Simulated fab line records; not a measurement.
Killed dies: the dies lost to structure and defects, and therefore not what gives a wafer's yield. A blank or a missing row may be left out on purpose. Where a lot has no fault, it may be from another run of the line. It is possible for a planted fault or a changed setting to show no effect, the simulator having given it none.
One fault seen from 2 desks	flow rit-cmos	only its own numbers are on each desk; what lay behind them is given at the end

== FROM THE METROLOGY DESK ==
What the gauges read for every lot (on any tool): the sampled wafers with a number, averaged. If a lot's mean is further than 4 standard deviations from the usual mean, the lot is out of limits and carries the mark OUT (the distance appears in the brackets).
Columns: A = FOX1_OXIDE_THK at RIT_FOX1_THK_MEAS_01, usual 355 nm
lot	first seen here	A
L456	day 1 16:58	355
L457	day 1 23:01	360
L458	day 2 04:11	358
L459	day 2 08:04	349
L460	day 2 12:55	352
L462	day 2 22:59	349
L463	day 3 06:37	349
L466	day 3 20:22	396 (+6.0) OUT
L469	day 4 10:42	398 (+6.4) OUT
L472	day 5 01:04	405 (+7.4) OUT
L474	day 5 11:51	360
L475	day 5 16:58	359
L477	day 6 01:57	363
L478	day 6 06:49	346
L479	day 6 11:54	349
This desk reports L466, L469, L472 out of limits; the earliest was L466 at day 3 20:22 (FOX1_OXIDE_THK at RIT_FOX1_THK_MEAS_01). L456, L457, L458, L459, L460, L462, L463, L474, L475, L477, L478, L479: within limits.

== AT THE TOOL OWNER'S DESK: furnace-01 ==
The tool's own readings at RIT_FOX1_OXIDATION_00 (target thk 350.7 nm, ox time 1130 s): means of the sampled wafers that have a number, for each lot that ran on this tool. If a lot's mean is further than 4 standard deviations from the usual mean, the lot is out of limits and carries the mark OUT (the distance appears in the brackets).
Columns: A = spike-tc-centre-C at RIT_FOX1_OXIDATION_00, usual 1102.0 C; B = spike-tc-load-C at RIT_FOX1_OXIDATION_00, usual 1128.0 C; C = spike-tc-source-C at RIT_FOX1_OXIDATION_00, usual 1127 C; D = tube-center-temp-C at RIT_FOX1_OXIDATION_00, usual 1100 C; E = tube_center_temp_C_max at RIT_FOX1_OXIDATION_00, usual 1102.9; F = zone-power-centre-pct at RIT_FOX1_OXIDATION_00, usual 60 %
lot	first seen here	A	B	C	D	E	F
L460	day 2 11:35	1103.0	1126.3	1122	1100	1102.6	51
L466	day 3 19:03	1126.1 (+20) OUT	1150.6 (+9.8) OUT	1147 (+6.2) OUT	1125 (+99 or more) OUT	1127.9 (+53) OUT	52
L469	day 4 09:21	1127.8 (+21) OUT	1151.1 (+10) OUT	1147 (+6.2) OUT	1125 (+99 or more) OUT	1127.8 (+53) OUT	53
L472	day 4 23:45	1127.1 (+21) OUT	1150.2 (+9.7) OUT	1147 (+6.4) OUT	1125 (+99 or more) OUT	1127.8 (+53) OUT	53
Finding of this desk: L466, L469, L472 out of limits; the first was L466 at day 3 19:03, on spike-tc-centre-C at RIT_FOX1_OXIDATION_00. L460: within limits.

== ALL TOGETHER ==
An alarm could have come from the tool owner's desk at day 3 19:03, on L466, L469, L472.
At day 3 20:22 the metrology desk could have sounded an alarm, on L466, L469, L472.
RIT_FOX1_OXIDATION_00 was run on furnace-01 by each of the lots named.

== WHAT THE SIMULATOR HAD INSERTED ==
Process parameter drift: furnace-01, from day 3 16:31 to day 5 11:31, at RIT_FOX1_OXIDATION_00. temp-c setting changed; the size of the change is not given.
Struck lots among those shown: L466, L469, L472.
Fault start to first reading out of limits, in hours, per desk: tool owner, 3; metrology, 4.
